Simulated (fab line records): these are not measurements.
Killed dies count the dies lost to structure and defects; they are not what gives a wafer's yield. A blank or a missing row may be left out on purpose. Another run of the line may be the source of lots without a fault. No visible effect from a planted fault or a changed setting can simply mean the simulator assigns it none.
Which tool was responsible? / flow rit cmos / 21 wafers from 7 lots sampled at 2 of the route's 202 steps

## WHAT THE GAUGES READ, wafer by wafer
RIT_ACTIVE_THK_MEAS_04.
lot=L975; measured=day 1 19:19; on=film metro-03; ACTIVE_NITRIDE_THK (nm)=151.2 150.6 151.8
lot=L977; measured=day 2 04:34; on=film metro-01; ACTIVE_NITRIDE_THK (nm)=151.9 152.4 152.9
lot=L981; measured=day 3 02:22; on=film metro-02; ACTIVE_NITRIDE_THK (nm)=150.8 151.3 151.0
lot=L983; measured=day 3 12:07; on=film metro-03; ACTIVE_NITRIDE_THK (nm)=195.0 195.1 195.5
lot=L993; measured=day 5 13:06; on=film metro-03; ACTIVE_NITRIDE_THK (nm)=148.1 148.3 147.9
lot=L995; measured=day 5 22:46; on=film metro-03; ACTIVE_NITRIDE_THK (nm)=148.4 148.1 147.8
lot=L997; measured=day 6 14:20; on=film metro-03; ACTIVE_NITRIDE_THK (nm)=153.2 152.6 152.3

## WHICH TOOL RAN EACH LOT (tool, then ch and the chambers of the sampled wafers, then the start)
lot=L975; RIT_ACTIVE_CVD_03=lpcvd-01 ch 0, day 1 17:54
lot=L977; RIT_ACTIVE_CVD_03=lpcvd-01 ch 0, day 2 03:07
lot=L981; RIT_ACTIVE_CVD_03=lpcvd-01 ch 1, day 3 00:57
lot=L983; RIT_ACTIVE_CVD_03=lpcvd-01 ch 1, day 3 10:42
lot=L993; RIT_ACTIVE_CVD_03=lpcvd-02 ch 1, day 5 11:40
lot=L995; RIT_ACTIVE_CVD_03=lpcvd-02 ch 1, day 5 21:20
lot=L997; RIT_ACTIVE_CVD_03=lpcvd-01 ch 1, day 6 12:54
- RIT_ACTIVE_CVD_03: deposits Si3N4 from SiH2Cl2/NH3, target thk 150 nm, time 1500 s.

## THE ANSWER, worked out from the rows above alone
Rule: the usual values come from the lots themselves. The widest of any qualifying gaps counts: lots, ordered by their means at a reading, are off when they make up no more than a third of the lots, leave a main group of 4 or more, and stand apart from it by 3 or more times the standard deviation of that group's means. A main group is skipped when, at the precision printed for the reading in the tables above, its means are all equal. A lot without any number at a reading at which 4 lots or more have one is off too. The other lots that the step has rows for count as sound.
Off: L983, seen at RIT_ACTIVE_THK_MEAS_04 (ACTIVE_NITRIDE_THK). Mean 150.6 nm and standard deviation 1.9 in the main group.
If a tool, at a process step before that reading, ran all the lots that are off and no sound lot after the first of them, it fits. The gauges at RIT_ACTIVE_THK_MEAS_04 are tried like those tools. Not one of the candidates tried fits.

## WHAT THE SIMULATOR HAD INSERTED
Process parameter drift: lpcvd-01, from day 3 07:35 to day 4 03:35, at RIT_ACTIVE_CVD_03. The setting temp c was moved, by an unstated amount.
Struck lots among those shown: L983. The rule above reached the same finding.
